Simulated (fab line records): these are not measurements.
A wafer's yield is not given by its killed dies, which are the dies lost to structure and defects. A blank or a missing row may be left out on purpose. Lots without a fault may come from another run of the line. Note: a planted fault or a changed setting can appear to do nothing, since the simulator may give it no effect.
fab line records | flow ritCmos
[record] lots = 15 wafers = 45 lastDay = 7
route steps=202 shown GATE@83 PLDD@119 NSD@137 PSD@148 M1@202
lots with no fault: from the same line, run without faults
startH: hours from the record's opening day to when the first of the lot's shown wafers began | waitH: time in hours since the lot's previous step | " unchanged from the row above | L1.1+2: a row that stands for several wafers | - no value present, or no start provided | * or withheld: withheld | < > ~ a bound
route shown NAME@n: a module of which the file shows steps, and the number in the route of the first | usual: average and standard deviation across the fault-free wafers | same: alike in all rows | chamber/n: place in a boat | sites: the reading at each site | _std_site: standard deviation of those values | _edge_site: outer sites' mean less inner sites' | radiusMm: for every site, how far away it sits from the centre of the wafer | mask NAME#n: copy n | behind: tool/chamber where the wafer was last shaped | hold: cause of the lot's hold/its duration in hours/its outcome | device: whichever transistor did not switch (one of n, p or np) | end of line: at the end of the route, the tests of the same wafers | step lacking rows: just its recipe | killed: dies that structure and defects cost at the first sort, which is not the same as the wafer's yield | map: a wafer's dies, x killed, . not, _ none there
set.NAME: the setting as run; set.NAME@STEP: as run at that earlier step | model.NAME: the simulator's own value behind a step, which no gauge read
steps of the route over a sample of lots; a table a step, a row a wafer
[[steps]]
[step RIT_GATE_THK_MEAS_07]
[recipe] reads = SiO2_of_GATE_OXIDATION_05
[usual] GATE_OXIDE_THK = 3.01/0.06
// columns lot.wafer tool chamber startH waitH GATE_OXIDE_THK[nm]
L117.3 filmMetro-03 - 41.94 0.0 3.03
L117.5 " - " " 2.98
L117.6 " - " " 3.04
L118.1 filmMetro-02 - 47.78 0.0 2.96
L118.2 " - " " 2.94
L118.4 " - " " 3.05
L119.2 filmMetro-04 - 51.10 0.0 3.01
L119.3 " - " " 3.01
L119.6 " - " " 3.02
L120.2 filmMetro-04 - 57.45 0.0 3.14
L120.3 " - " " 3.21
L120.5 " - " " 3.14
L121.1 filmMetro-04 - 59.01 0.0 3.07
L121.3 " - " " 3.09
L121.6 " - " " 3.07
L122.3 filmMetro-02 - 64.71 0.0 3.02
L122.4 " - " " 3.06
L122.5 " - " " 3.06
L123.1 filmMetro-02 - 72.51 0.0 3.01
L123.3 " - " " 3.01
L123.6 " - " " 2.92
L126.1 filmMetro-02 - 86.86 0.0 2.98
L126.3 " - " " 2.92
L126.6 " - " " 2.98
L129.2 filmMetro-02 - 100.45 0.0 2.92
L129.5 " - " " 3.04
L129.6 " - " " 2.92
L130.1 filmMetro-03 - 101.33 0.0 3.01
L130.4 " - " " 3.00
L130.5 " - " " 3.06
L131.1 filmMetro-02 - 110.13 0.0 2.98
L131.2 " - " " 3.00
L131.6 " - " " 3.03
L134.2 filmMetro-02 - 124.48 0.0 2.92
L134.3 " - " " 2.98
L134.6 " - " " 3.01
L136.2 filmMetro-04 - 135.25 0.0 2.94
L136.3 " - " " 2.90
L136.4 " - " " 2.93
L137.1 filmMetro-02 - 137.43 0.0 2.92
L137.5 " - " " 2.96
L137.6 " - " " 2.92
L138.1 filmMetro-04 - 143.69 0.0 2.94
L138.3 " - " " 2.88
L138.4 " - " " 2.93
[step RIT_PLDD_DEVELOP_05]
[recipe] resist = NOVOLAK developTimeS = 50 devTempC = 23
// columns lot.wafer tool chamber startH waitH
L117.3+5+6 lithoTrack-01 0 52 -
L118.1+2+4 lithoTrack-01 0 56 -
L119.2+3+6 lithoTrack-01 0 60 -
L120.2+3+5 lithoTrack-03 0 67 -
L121.1+3+6 lithoTrack-01 0 69 -
L122.3+4+5 lithoTrack-01 0 75 -
L123.1+3+6 lithoTrack-01 0 83 -
L126.1+3+6 lithoTrack-01 0 99 -
L129.2+5+6 lithoTrack-01 0 111 -
L130.1+4+5 lithoTrack-01 0 111 -
L131.1+2+6 lithoTrack-04 0 118 -
L134.2+3+6 lithoTrack-03 0 135 -
L136.2+3+4 lithoTrack-03 0 145 -
L137.1+5+6 lithoTrack-04 0 148 -
L138.1+3+4 lithoTrack-03 0 153 -
[step RIT_PLDD_TW_MEAS_10]
[usual] PLDD_TW = 2348/14
// columns lot.wafer tool chamber startH waitH hold PLDD_TW
L117.3 filmMetro-03 - 52.66 0.1 - 2330
L117.5 " - " " - 2340
L117.6 " - " " - 2340
L118.1 filmMetro-01 - 57.16 0.1 - 2337
L118.2 " - " " - 2331
L118.4 " - " " - 2331
L119.2 filmMetro-02 - 60.97 0.1 - 2393
L119.3 " - " " - 2384
L119.6 " - " " - 2369
L120.2 filmMetro-03 - 68.00 0.1 - 2336
L120.3 " - " " - 2347
L120.5 " - " " - 2343
L121.1 filmMetro-02 - 70.33 0.1 - 2372
L121.3 " - " " - 2381
L121.6 " - " " - 2369
L122.3 filmMetro-01 - 75.82 0.1 - 2348
L122.4 " - " " - 2360
L122.5 " - " " - 2367
L123.1 filmMetro-02 - 83.76 0.1 - 2344
L123.3 " - " " - 2349
L123.6 " - " " - 2369
L126.1 filmMetro-03 - 100.14 0.1 awaitDispo/0.2h/release 30
L126.3 " - " " awaitDispo/0.2h/release 30
L126.6 " - " " awaitDispo/0.2h/release 30
L126.1 filmMetro-03 - 100.37 0.2 - 30
L126.3 " - " " - 30
L126.6 " - " " - 30
L129.2 filmMetro-02 - 112.59 0.1 awaitDispo/0.2h/release 30
L129.5 " - " " awaitDispo/0.2h/release 30
L129.6 " - " " awaitDispo/0.2h/release 30
L129.2 filmMetro-02 - 112.82 0.2 - 30
L129.5 " - " " - 30
L129.6 " - " " - 30
L130.1 filmMetro-03 - 112.62 0.1 awaitDispo/0.2h/release 30
L130.4 " - " " awaitDispo/0.2h/release 30
L130.5 " - " " awaitDispo/0.2h/release 30
L130.1 filmMetro-03 - 112.85 0.2 - 30
L130.4 " - " " - 30
L130.5 " - " " - 30
L131.1 filmMetro-02 - 119.43 0.1 - 2351
L131.2 " - " " - 2362
L131.6 " - " " - 2361
L134.2 filmMetro-03 - 136.46 0.1 - 2356
L134.3 " - " " - 2354
L134.6 " - " " - 2346
L136.2 filmMetro-01 - 146.41 0.1 - 2353
L136.3 " - " " - 2345
L136.4 " - " " - 2336
L137.1 filmMetro-02 - 149.20 0.1 - 2367
L137.5 " - " " - 2357
L137.6 " - " " - 2343
L138.1 filmMetro-03 - 153.92 0.1 - 2344
L138.3 " - " " - 2353
L138.4 " - " " - 2335
[step RIT_NSD_OVL_MEAS_06]
[usual] NSD_OVL = 0.7/1.4
// columns lot.wafer tool chamber startH waitH NSD_OVL[nm]
L117.3 overlay-02 - 56.05 - -0.4
L117.5 " - " " 1.4
L117.6 " - " " 2.6
L118.1 overlay-02 - 60.84 - 2.6
L118.2 " - " " 3.6
L118.4 " - " " 1.5
L119.2 overlay-02 - 64.49 - 0.1
L119.3 " - " " 0.3
L119.6 " - " " 2.4
L120.2 overlay-01 - 71.52 - 3.6
L120.3 " - " " 2.5
L120.5 " - " " 2.3
L121.1 overlay-02 - 74.92 - 1.5
L121.3 " - " " 0.3
L121.6 " - " " 0.7
L122.3 overlay-02 - 79.51 - 0.8
L122.4 " - " " -2.2
L122.5 " - " " -1.3
L123.1 overlay-02 - 88.92 - -1.5
L123.3 " - " " 0.2
L123.6 " - " " -1.2
L131.1 overlay-01 - 122.85 - -0.6
L131.2 " - " " -0.1
L131.6 " - " " -1.2
L134.2 overlay-01 - 139.89 - 1.9
L134.3 " - " " 2.0
L134.6 " - " " 0.9
L136.2 overlay-01 - 150.16 - 1.9
L136.3 " - " " 0.6
L136.4 " - " " 1.2
L137.1 overlay-02 - 153.88 - -1.4
L137.5 " - " " -1.7
L137.6 " - " " -1.9
L138.1 overlay-01 - 157.46 - -0.1
L138.3 " - " " 0.3
L138.4 " - " " 0.0
[step RIT_PSD_OVL_MEAS_06]
[usual] PSD_OVL = -0.7/1.3
// columns lot.wafer tool chamber startH waitH PSD_OVL[nm]
L117.3 overlay-02 - 57.47 - -2.9
L117.5 " - " " -0.7
L117.6 " - " " -0.8
L118.1 overlay-02 - 62.26 - -1.1
L118.2 " - " " 0.1
L118.4 " - " " 0.3
L119.2 overlay-01 - 65.91 - -0.8
L119.3 " - " " -1.0
L119.6 " - " " 0.8
L120.2 overlay-01 - 73.03 - 3.9
L120.3 " - " " 1.7
L120.5 " - " " 3.1
L121.1 overlay-01 - 76.61 - -0.7
L121.3 " - " " -0.5
L121.6 " - " " -0.7
L122.3 overlay-01 - 81.06 - -0.4
L122.4 " - " " 1.0
L122.5 " - " " 0.6
L123.1 overlay-01 - 90.60 - -0.4
L123.3 " - " " -1.7
L123.6 " - " " -1.8
L131.1 overlay-01 - 124.56 - -1.9
L131.2 " - " " -1.6
L131.6 " - " " -1.3
L134.2 overlay-02 - 141.31 - -0.5
L134.3 " - " " -0.1
L134.6 " - " " 0.1
L136.2 overlay-02 - 151.59 - 1.8
L136.3 " - " " 0.4
L136.4 " - " " -0.6
L137.1 overlay-02 - 155.64 - -1.7
L137.5 " - " " -1.8
L137.6 " - " " -4.4
L138.1 overlay-02 - 159.05 - 0.3
L138.3 " - " " -1.0
L138.4 " - " " -1.4
[step RIT_M1_PROBE_99]
[usual] defectLimitedYield = 97.4/1.1 killedAtContacts = 0.1/0.25 killedAtFrontEnd = 6.8/2.9 killedDies = 6.9/2.9 killedOpen = 3.3/1.9 killedShort = 3.6/1.9 sort_bin_3_pad_short = 0.1/0.23 sort_bin_5_function = 1.5/0.78 sort_bin_6_memory = 1.0/0.64 sortNPass = 257.1/2.9 sortYieldPct = 97.4/1.1
[same] grossDies = 264 killed_at_M0_to_M3 = 0 killed_at_M4_up = 0 killedAtBackSide = 0 killedAtOther = 0
// columns lot.wafer tool chamber startH waitH defectLimitedYield[%] killedAtContacts killedAtFrontEnd killedDies killedOpen killedShort sort_bin_3_pad_short[%] sort_bin_5_function[%] sort_bin_6_memory[%] sortNPass sortYieldPct[%]
L117.3 prober-02 - 66.24 0.2 96.6 0 9 9 2 7 0 3.0 0.4 255.0 96.6
L117.5 prober-02 - 66.34 0.2 98.1 0 5 5 2 3 0.4 0.4 1.1 259.0 98.1
L117.6 prober-02 - 66.39 0.2 98.5 0 4 4 4 0 0 0.8 0.8 260.0 98.5
L118.1 prober-01 - 70.80 0.1 96.2 0 10 10 5 5 0.4 1.9 1.5 254.0 96.2
L118.2 prober-01 - 70.85 0.1 98.5 0 4 4 1 3 0 1.1 0.4 260.0 98.5
L118.4 prober-01 - 70.95 0.2 98.1 0 5 5 2 3 0.4 0.8 0.8 259.0 98.1
L119.2 prober-02 - 74.37 0.1 98.5 0 4 4 3 1 0 0.4 1.1 260.0 98.5
L119.3 prober-02 - 74.42 0.2 97.3 0 7 7 5 2 0 1.9 0.8 257.0 97.3
L119.6 prober-02 - 74.57 0.2 97.3 1 6 7 3 4 0 0.8 1.9 257.0 97.3
L120.2 prober-01 - 82.39 0.1 95.8 0 11 11 3 8 0.4 1.9 1.9 253.0 95.8
L120.3 prober-01 - 82.44 0.2 97.3 0 7 7 2 5 0 1.9 0.8 257.0 97.3
L120.5 prober-01 - 82.54 0.2 97.0 0 8 8 6 2 0 1.1 1.9 256.0 97.0
L121.1 prober-02 - 85.55 0.1 97.7 0 6 6 4 2 0.4 1.5 0.4 258.0 97.7
L121.3 prober-02 - 85.65 0.2 98.9 0 3 3 2 1 0 0.8 0.4 261.0 98.9
L121.6 prober-02 - 85.80 0.2 99.2 0 2 2 2 0 0 0.4 0.4 262.0 99.2
L122.3 prober-01 - 89.52 0.2 95.1 1 12 13 6 7 0.8 3.0 1.1 251.0 95.1
L122.4 prober-01 - 89.57 0.2 97.0 0 8 8 2 6 0 0.8 2.3 256.0 97.0
L122.5 prober-01 - 89.62 0.2 96.6 0 9 9 5 4 0.8 1.9 0.8 255.0 96.6
L123.1 prober-01 - 98.97 0.1 98.1 0 5 5 3 2 0 1.5 0.4 259.0 98.1
L123.3 prober-01 - 99.07 0.2 99.2 0 2 2 0 2 0.4 0 0.4 262.0 99.2
L123.6 prober-01 - 99.22 0.2 97.3 0 7 7 4 3 0 1.1 1.5 257.0 97.3
L131.1 prober-01 - 133.26 0.1 98.5 0 4 4 2 2 0 0.8 0.8 260.0 98.5
L131.2 prober-01 - 133.31 0.1 97.7 0 6 6 3 3 0.4 1.1 0.8 258.0 97.7
L131.6 prober-01 - 133.51 0.2 95.1 0 13 13 8 5 0 3.0 1.9 251.0 95.1
L134.2 prober-02 - 150.09 0.1 97.7 0 6 6 2 4 0.8 1.5 0 258.0 97.7
L134.3 prober-02 - 150.14 0.2 98.1 0 5 5 1 4 0 0.8 1.1 259.0 98.1
L134.6 prober-02 - 150.29 0.2 98.5 0 4 4 2 2 0 1.1 0.4 260.0 98.5
L136.2 prober-02 - 160.27 0.1 97.0 0 8 8 3 5 0 2.3 0.8 256.0 97.0
L136.3 prober-02 - 160.32 0.2 98.1 0 5 5 2 3 0.4 1.1 0.4 259.0 98.1
L136.4 prober-02 - 160.37 0.2 98.5 0 4 4 3 1 0 1.5 0 260.0 98.5
L137.1 prober-01 - 164.25 0.1 98.5 0 4 4 2 2 0 0.8 0.8 260.0 98.5
L137.5 prober-01 - 164.45 0.2 97.0 0 8 8 3 5 0 2.3 0.8 256.0 97.0
L137.6 prober-01 - 164.50 0.2 98.9 0 3 3 1 2 0.4 0.4 0.4 261.0 98.9
L138.1 prober-02 - 167.89 0.1 95.5 0 12 12 9 3 0 2.7 1.9 252.0 95.5
L138.3 prober-02 - 167.99 0.2 97.7 0 6 6 2 4 0.4 1.1 0.8 258.0 97.7
L138.4 prober-02 - 168.04 0.2 97.3 0 7 7 2 5 0 1.5 1.1 257.0 97.3
// killed by level:class
L117.3 FOX1:geometricParticle:short=2 FOX2:geometricParticle:short=2 GATE:geometricParticle:open=1 GATE:geometricParticle:short=1 REOX:geometricParticle:open=1 REOX:geometricParticle:short=1 SILICIDE:geometricParticle:short=1
L117.5 GATE:geometricParticle:open=2 SPACER:geometricParticle:short=2 GATE:geometricParticle:short=1
L117.6 FOX2:geometricParticle:open=2 REOX:geometricParticle:open=2
L118.1 GATE:geometricParticle:open=3 GATE:geometricParticle:short=2 REOX:geometricParticle:open=2 FOX2:geometricParticle:short=1 SPACER:geometricParticle:short=1 SILICIDE:geometricParticle:short=1
L118.2 FOX1:geometricParticle:short=2 REOX:geometricParticle:open=1 SILICIDE:geometricParticle:short=1
L118.4 FOX2:geometricParticle:short=2 GATE:geometricParticle:open=1 REOX:geometricParticle:short=1 REOX:geometricParticle:open=1
L119.2 GATE:geometricParticle:open=2 FOX2:geometricParticle:short=1 SPACER:geometricParticle:open=1
L119.3 GATE:geometricParticle:open=3 FOX1:geometricParticle:open=1 GATE:geometricParticle:short=1 REOX:geometricParticle:short=1 REOX:geometricParticle:open=1
L119.6 GATE:geometricParticle:short=2 FOX2:geometricParticle:short=1 FOX2:geometricParticle:open=1 GATE:geometricParticle:open=1 REOX:geometricParticle:short=1 CONTACT:geometricParticle:open=1
L120.2 GATE:geometricParticle:short=4 SPACER:geometricParticle:short=2 FOX1:geometricParticle:open=1 GATE:geometricParticle:open=1 REOX:geometricParticle:open=1 REOX:geometricParticle:short=1 SILICIDE:geometricParticle:short=1
L120.3 REOX:geometricParticle:short=2 GATE:geometricParticle:short=1 FOX2:geometricParticle:open=1 SPACER:geometricParticle:open=1 SPACER:geometricParticle:short=1 SILICIDE:geometricParticle:short=1
L120.5 GATE:geometricParticle:open=5 GATE:geometricParticle:short=2 FOX1:geometricParticle:open=1
L121.1 GATE:geometricParticle:open=2 FOX1:geometricParticle:open=1 GATE:geometricParticle:short=1 REOX:geometricParticle:open=1 SILICIDE:geometricParticle:short=1
L121.3 FOX1:geometricParticle:open=2 SPACER:geometricParticle:short=1
L121.6 GATE:geometricParticle:open=1 SILICIDE:geometricParticle:open=1
L122.3 GATE:geometricParticle:open=4 GATE:geometricParticle:short=4 FOX2:geometricParticle:short=2 REOX:geometricParticle:open=2 CONTACT:geometricParticle:short=1
L122.4 GATE:geometricParticle:short=3 FOX1:geometricParticle:short=1 GATE:geometricParticle:open=1 SPACER:geometricParticle:short=1 SPACER:geometricParticle:open=1 SILICIDE:geometricParticle:short=1
L122.5 FOX2:geometricParticle:open=2 FOX2:geometricParticle:short=1 GATE:geometricParticle:short=1 REOX:geometricParticle:short=1 REOX:geometricParticle:open=1 SPACER:geometricParticle:open=1 SILICIDE:geometricParticle:open=1 SILICIDE:geometricParticle:short=1
L123.1 SILICIDE:geometricParticle:open=3 FOX1:geometricParticle:short=1 FOX2:geometricParticle:short=1
L123.3 REOX:geometricParticle:short=1 SILICIDE:geometricParticle:short=1
L123.6 SILICIDE:geometricParticle:open=3 FOX1:geometricParticle:short=2 ACTIVE:geometricParticle:short=1 FOX2:geometricParticle:open=1
L131.1 GATE:geometricParticle:short=2 REOX:geometricParticle:open=1 SILICIDE:geometricParticle:open=1
L131.2 REOX:geometricParticle:short=2 REOX:geometricParticle:open=2 FOX2:geometricParticle:open=1 SILICIDE:geometricParticle:short=1
L131.6 REOX:geometricParticle:open=5 GATE:geometricParticle:open=3 FOX2:geometricParticle:short=1 GATE:geometricParticle:short=1 REOX:geometricParticle:short=1 SPACER:geometricParticle:short=1 SILICIDE:geometricParticle:short=1
L134.2 FOX2:geometricParticle:short=2 FOX1:geometricParticle:open=1 FOX1:geometricParticle:short=1 GATE:geometricParticle:short=1 GATE:geometricParticle:open=1
L134.3 GATE:geometricParticle:short=4 SILICIDE:geometricParticle:open=1
L134.6 FOX1:geometricParticle:short=1 FOX1:geometricParticle:open=1 GATE:geometricParticle:open=1 REOX:geometricParticle:short=1
L136.2 GATE:geometricParticle:short=4 GATE:geometricParticle:open=3 SPACER:geometricParticle:short=1
L136.3 GATE:geometricParticle:short=2 FOX1:geometricParticle:open=1 FOX2:geometricParticle:short=1 GATE:geometricParticle:open=1
L136.4 GATE:geometricParticle:open=3 GATE:geometricParticle:short=1
L137.1 FOX1:geometricParticle:open=1 GATE:geometricParticle:short=1 REOX:geometricParticle:open=1 REOX:geometricParticle:short=1
L137.5 REOX:geometricParticle:open=3 GATE:geometricParticle:short=2 REOX:geometricParticle:short=2 FOX2:geometricParticle:short=1
L137.6 GATE:geometricParticle:short=1 GATE:geometricParticle:open=1 SPACER:geometricParticle:short=1
L138.1 GATE:geometricParticle:open=5 GATE:geometricParticle:short=2 FOX1:geometricParticle:open=1 FOX2:geometricParticle:open=1 REOX:geometricParticle:short=1 REOX:geometricParticle:open=1 SILICIDE:geometricParticle:open=1
L138.3 GATE:geometricParticle:short=2 REOX:geometricParticle:short=1 REOX:geometricParticle:open=1 SPACER:geometricParticle:open=1 SILICIDE:geometricParticle:short=1
L138.4 GATE:geometricParticle:short=4 GATE:geometricParticle:open=1 SPACER:geometricParticle:open=1 SPACER:geometricParticle:short=1
[[key]]
[firstSign] step = RIT_PLDD_TW_MEAS_10 reading = visit direction = added
[effect] step = RIT_PLDD_TW_MEAS_10 reading = PLDD_TW direction = down sigmas = 99+ usual = 2348 struck = 30
metAt RIT_PLDD_DEVELOP_05
struckLots L126,L129,L130
scrappedBehind RIT_PLDD_TW_MEAS_10 L126.1,L126.3,L126.6,L129.2,L129.5,L129.6,L130.1,L130.4,L130.5
notActingAt RIT_GATE_THK_MEAS_07,RIT_NSD_OVL_MEAS_06,RIT_PSD_OVL_MEAS_06
onsetBetween 83 99
[fault] kind = processParameterDrift tool = lithoTrack-01 chamber = - onsetH = 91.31 steps = RIT_PLDD_DEVELOP_05 channel = developTimeS offset = * shape = step endH = 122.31 actsIn = * stated = *
